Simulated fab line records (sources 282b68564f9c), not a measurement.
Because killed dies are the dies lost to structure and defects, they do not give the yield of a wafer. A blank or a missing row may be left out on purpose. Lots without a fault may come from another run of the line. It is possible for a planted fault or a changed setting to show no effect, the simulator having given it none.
Split-lot trial	flow rit_cmos	route with 202 steps; 5 lots, 23 wafers read

THE SPLIT
At RIT_GATE_OXIDATION_05 (target thk 3 nm, ox time 270 s), the setting temp_c was moved away from the recipe's 900 C on 15 of the 23 wafers read, by +2.0% to +2.9%. This setting was run at the recipe's value on the other wafers.

FROM THE SPLIT TO THE READING: what the file shows between them, 14 steps
- RIT_GATE_DEVELOP_15: develop time 50 s (also split here: develop_time_s)
- RIT_SPACER_CVD_03: deposits Si3N4 from SiH2Cl2/NH3, target thk 250 nm, time 3300 s (also split here: time_s)
- RIT_SPACER_THK_MEAS_04
- RIT_SPACER_ETCHBACK_05: etches Si3N4 in SF6/CHF3, stops on SiO2, target depth 250 nm, time 240 s
- RIT_NSD_HARDBAKE_07: time 60 s (also split here: temp_c)
- RIT_PSD_COAT_01: resist thk 1000 nm (also split here: spin_rpm)
- RIT_PSD_SOFTBAKE_02: time 60 s
- RIT_PSD_EXPOSE_03: exposes mask M10, target cd 40900 nm
- RIT_PSD_DEVELOP_05: develop time 50 s
- RIT_PSD_HARDBAKE_07: time 60 s
- RIT_SDANNEAL_RTA_03: time 5 s (also split here: time_s)
- RIT_SDANNEAL_RS_MEAS_04: measures by four-point-probe
- RIT_CONTACT_DEVELOP_07: develop time 120 s (also split here: develop_time_s)
- RIT_CONTACT_CD_MEAS_08: target cd 1000 nm

THE READING
etest.nmos_0p3.drive_ua_um (the simulator's own value, which no gauge read), at RIT_M1_PROBE_99. No usual value for it is given in the file. Here, 8 wafers ran the recipe; their average is 223.4 with a standard deviation of 3.6.

wafer	tool, chamber at the split	temp_c as run, C	against the recipe	etest.nmos_0p3.drive_ua_um	against lot-mates on the recipe
L074.1	furnace-03, 0	900	recipe	227.2	-
L074.3	furnace-03, 0	900	recipe	226.6	-
L074.5	furnace-03, 0	900	recipe	228.1	-
L079.1	-, -	900	recipe	220.1	-
L079.2	-, -	900	recipe	225.2	-
L079.3	-, -	900	recipe	220.6	-
L079.5	-, -	900	recipe	220.9	-
L079.6	-, -	900	recipe	218.3	-
L080.2	-, -	926.2	+2.9%	150.7	no lot-mate on the recipe
L080.3	-, -	926.2	+2.9%	160.5	no lot-mate on the recipe
L080.4	-, -	926.2	+2.9%	165.8	no lot-mate on the recipe
L080.5	-, -	926.2	+2.9%	150.6	no lot-mate on the recipe
L080.6	-, -	926.2	+2.9%	148	no lot-mate on the recipe
L082.2	-, -	917.8	+2.0%	164.6	no lot-mate on the recipe
L082.3	-, -	917.8	+2.0%	183.7	no lot-mate on the recipe
L082.4	-, -	917.8	+2.0%	180.2	no lot-mate on the recipe
L082.5	-, -	917.8	+2.0%	168.9	no lot-mate on the recipe
L082.6	-, -	917.8	+2.0%	182.6	no lot-mate on the recipe
L085.1	-, -	920.2	+2.2%	164.5	no lot-mate on the recipe
L085.2	-, -	920.2	+2.2%	160.6	no lot-mate on the recipe
L085.4	-, -	920.2	+2.2%	170.6	no lot-mate on the recipe
L085.5	-, -	920.2	+2.2%	159.4	no lot-mate on the recipe
L085.6	-, -	920.2	+2.2%	171.7	no lot-mate on the recipe

THE FIT
A straight line over all 23 wafers: etest.nmos_0p3.drive_ua_um changes by -24.1 for each +1% of temp_c; r = -0.98; the points scatter about the line by 6.4.
Too few moved wafers have a lot-mate on the recipe to fit a line with each lot's own level taken away.

THE WHOLE CHAIN: every reading that the file lists as answering this split, in the file's order
step	what it does	reading	change (the file's fit)	r (the file's)
RIT_M1_PROBE_99		etest.nmos_narrow.drive_ua_um (the simulator's own value, which no gauge read)	-24.2 for each +1% of the setting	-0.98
RIT_M1_PROBE_99		etest.nmos_0p3.drive_ua_um (the simulator's own value, which no gauge read)	-24.1 for each +1% of the setting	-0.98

THE FILE'S OWN FIT
etest.nmos_0p3.drive_ua_um changes by -24.1 for each +1% of temp_c, r = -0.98.
